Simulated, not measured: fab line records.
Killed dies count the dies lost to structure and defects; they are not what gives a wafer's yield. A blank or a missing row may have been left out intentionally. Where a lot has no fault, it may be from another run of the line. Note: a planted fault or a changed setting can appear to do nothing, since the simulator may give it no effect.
Which tool did it? / flow berkeleyCmos170 / 42 wafers from 14 lots sampled at 5 of the route's 331 steps

## WHAT THE GAUGES SHOWED, per wafer
UCB170_NWELL_TW_MEAS_16.
lot=L116; measured=day 2 14:32; on=filmMetro-01; NWELL_TW=1263 1262 1260
lot=L118; measured=day 3 01:19; on=filmMetro-02; NWELL_TW=1262 1264 1258
lot=L119; measured=day 3 05:04; on=filmMetro-02; NWELL_TW=1257 1263 1259
lot=L120; measured=day 3 12:23; on=filmMetro-01; NWELL_TW=1262 1264 1256
lot=L121; measured=day 3 12:58; on=filmMetro-03; NWELL_TW=1216 1219 1217
lot=L122; measured=day 3 18:19; on=filmMetro-01; NWELL_TW=1258 1257 1254
lot=L125; measured=day 3 23:19; on=filmMetro-01; NWELL_TW=1264 1257 1262
lot=L126; measured=day 4 12:01; on=filmMetro-01; NWELL_TW=1273 1264 1260
lot=L127; measured=day 4 18:19; on=filmMetro-02; NWELL_TW=1267 1258 1258
lot=L129; measured=day 5 08:47; on=filmMetro-02; NWELL_TW=1265 1264 1262
lot=L130; measured=day 5 12:14; on=filmMetro-02; NWELL_TW=1263 1261 1261
lot=L133; measured=day 5 14:51; on=filmMetro-03; NWELL_TW=386 377 400
lot=L131; measured=day 5 15:12; on=filmMetro-03; NWELL_TW=1241 1231 1233
lot=L136; measured=day 6 13:29; on=filmMetro-02; NWELL_TW=386 390 391

UCB170_PWELL_THK_MEAS_06.
lot=L116; measured=day 3 07:27; on=filmMetro-03; PWELL_NITRIDE_THK (nm)=223.4 223.0 224.7
lot=L118; measured=day 3 18:56; on=filmMetro-03; PWELL_NITRIDE_THK (nm)=221.5 223.6 221.4
lot=L119; measured=day 3 18:56; on=filmMetro-02; PWELL_NITRIDE_THK (nm)=218.5 221.5 218.8
lot=L120; measured=day 4 04:10; on=filmMetro-03; PWELL_NITRIDE_THK (nm)=217.2 217.0 217.7
lot=L121; measured=day 4 04:08; on=filmMetro-02; PWELL_NITRIDE_THK (nm)=222.2 223.9 223.6
lot=L122; measured=day 4 11:22; on=filmMetro-02; PWELL_NITRIDE_THK (nm)=220.7 219.4 220.1
lot=L125; measured=day 4 23:55; on=filmMetro-02; PWELL_NITRIDE_THK (nm)=224.3 223.6 222.9
lot=L126; measured=day 5 08:13; on=filmMetro-04; PWELL_NITRIDE_THK (nm)=217.3 218.9 219.4
lot=L127; measured=day 5 10:08; on=filmMetro-02; PWELL_NITRIDE_THK (nm)=220.6 219.1 219.1
lot=L129; measured=day 6 03:08; on=filmMetro-03; PWELL_NITRIDE_THK (nm)=218.2 217.6 217.8
lot=L130; measured=day 6 03:08; on=filmMetro-02; PWELL_NITRIDE_THK (nm)=216.9 216.6 215.7
lot=L131; measured=day 6 09:03; on=filmMetro-04; PWELL_NITRIDE_THK (nm)=221.5 222.0 221.2

UCB170_PVT_OVL_MEAS_06.
lot=L116; measured=day 6 02:43; on=overlay-01; PVT_OVL (nm)=3 -3 -7
lot=L118; measured=day 6 20:29; on=overlay-01; PVT_OVL (nm)=2 3 -4
lot=L119; measured=day 6 21:02; on=overlay-01; PVT_OVL (nm)=-1 -1 -2
lot=L120; measured=day 7 03:44; on=overlay-02; PVT_OVL (nm)=7 3 3
lot=L121; measured=day 7 04:00; on=overlay-02; PVT_OVL (nm)=0 -2 -4
lot=L122; measured=day 8 00:13; on=overlay-02; PVT_OVL (nm)=5 1 2
lot=L125; measured=day 7 23:40; on=overlay-02; PVT_OVL (nm)=-4 -4 4
lot=L126; measured=day 8 05:41; on=overlay-01; PVT_OVL (nm)=-1 -4 5
lot=L127; measured=day 8 05:52; on=overlay-02; PVT_OVL (nm)=6 8 1
lot=L129; measured=day 9 05:08; on=overlay-01; PVT_OVL (nm)=0 4 7
lot=L130; measured=day 9 04:18; on=overlay-01; PVT_OVL (nm)=3 7 7
lot=L131; measured=day 9 15:04; on=overlay-02; PVT_OVL (nm)=-10 -5 -9

UCB170_GATE_THK_MEAS_02.
lot=L116; measured=day 6 08:09; on=filmMetro-02; GATE_OXIDE_THK (nm)=6.57 6.72 6.60
lot=L118; measured=day 7 03:22; on=filmMetro-02; GATE_OXIDE_THK (nm)=6.55 6.45 6.66
lot=L119; measured=day 7 03:22; on=filmMetro-04; GATE_OXIDE_THK (nm)=6.61 6.71 6.75
lot=L120; measured=day 7 10:28; on=filmMetro-01; GATE_OXIDE_THK (nm)=6.32 6.44 6.32
lot=L121; measured=day 7 10:27; on=filmMetro-04; GATE_OXIDE_THK (nm)=6.42 6.51 6.60
lot=L122; measured=day 8 06:01; on=filmMetro-04; GATE_OXIDE_THK (nm)=6.50 6.58 6.59
lot=L125; measured=day 8 05:54; on=filmMetro-04; GATE_OXIDE_THK (nm)=6.31 6.25 6.29
lot=L126; measured=day 8 13:41; on=filmMetro-04; GATE_OXIDE_THK (nm)=6.72 6.70 6.74
lot=L127; measured=day 8 13:43; on=filmMetro-02; GATE_OXIDE_THK (nm)=6.54 6.53 6.49
lot=L129; measured=day 9 10:36; on=filmMetro-04; GATE_OXIDE_THK (nm)=6.67 6.63 6.71
lot=L130; measured=day 9 10:36; on=filmMetro-02; GATE_OXIDE_THK (nm)=6.78 6.83 6.79
lot=L131; measured=day 9 22:27; on=filmMetro-01; GATE_OXIDE_THK (nm)=6.82 6.81 6.93

## WHAT TOOL EACH LOT RAN ON (gives the tool, then ch and the chambers of the sampled wafers, and finally the start)
lot=L116; UCB170_NWELL_DEVELOP_11=lithoTrack-03 ch 0, day 2 14:00
lot=L118; UCB170_NWELL_DEVELOP_11=lithoTrack-04 ch 0, day 3 00:00
lot=L119; UCB170_NWELL_DEVELOP_11=lithoTrack-01 ch 0, day 3 04:00
lot=L120; UCB170_NWELL_DEVELOP_11=lithoTrack-04 ch 0, day 3 11:00
lot=L121; UCB170_NWELL_DEVELOP_11=lithoTrack-01 ch 0, day 3 12:00
lot=L122; UCB170_NWELL_DEVELOP_11=lithoTrack-03 ch 0, day 3 17:00
lot=L125; UCB170_NWELL_DEVELOP_11=lithoTrack-03 ch 0, day 3 22:00
lot=L126; UCB170_NWELL_DEVELOP_11=lithoTrack-04 ch 0, day 4 11:00
lot=L127; UCB170_NWELL_DEVELOP_11=lithoTrack-04 ch 0, day 4 17:00
lot=L129; UCB170_NWELL_DEVELOP_11=lithoTrack-03 ch 0, day 5 08:00
lot=L130; UCB170_NWELL_DEVELOP_11=lithoTrack-03 ch 0, day 5 11:00
lot=L133; UCB170_NWELL_DEVELOP_11=lithoTrack-03 ch 0, day 5 14:00
lot=L131; UCB170_NWELL_DEVELOP_11=lithoTrack-01 ch 0, day 5 14:00
lot=L136; UCB170_NWELL_DEVELOP_11=lithoTrack-03 ch 0, day 6 12:00
- UCB170_NWELL_DEVELOP_11: develop time 45 s.

## AS READ BY THE TOOLS THEMSELVES (means over the sampled wafers that have a number; for cases with no such wafer, the mark the record gives instead)
The record holds no such reading with a usual standard deviation.

## THE ANSWER, worked out from the rows above alone
Rule: what is usual is taken from the lots themselves. The widest of any qualifying gaps counts: lots, ordered by their means at a reading, are off when they make up no more than a third of the lots, leave a main group of 4 or more, and stand apart from it by 3 or more times the standard deviation of that group's means. If all means in a main group match to the digits the tables above print for the reading, that group is not used. A lot without any number at a reading at which 4 lots or more have one is off too. Where the step has rows for the other lots, those lots are counted as sound. Order of review: gauges by route order, followed by the tools' own readings, for which a lot's mean as printed above is used. The first step at which some lot is off is used, and at that step the reading that is off furthest; a lot without a number counts as furthest.
Off: at UCB170_NWELL_TW_MEAS_16 (NWELL_TW), L133, L136. For the main group the mean is 1255 and the standard deviation 14.
A tool fits if, at a process step before that reading, it ran every lot that is off, and no sound lot after the first of them. Those tools and the gauges at UCB170_NWELL_TW_MEAS_16 are tried in the same way. One fits: UCB170_NWELL_DEVELOP_11 on lithoTrack-03. A fault onset in the window from L130 (day 5 11:00, its last sound lot) to L133 (day 5 14:00, its first lot off) fits.

## WHAT THE SIMULATOR HAD INSERTED
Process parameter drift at UCB170_NWELL_DEVELOP_11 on lithoTrack-03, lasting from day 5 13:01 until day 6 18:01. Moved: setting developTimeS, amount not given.
Shown lots that were struck: L133, L136. The rule above found the same.
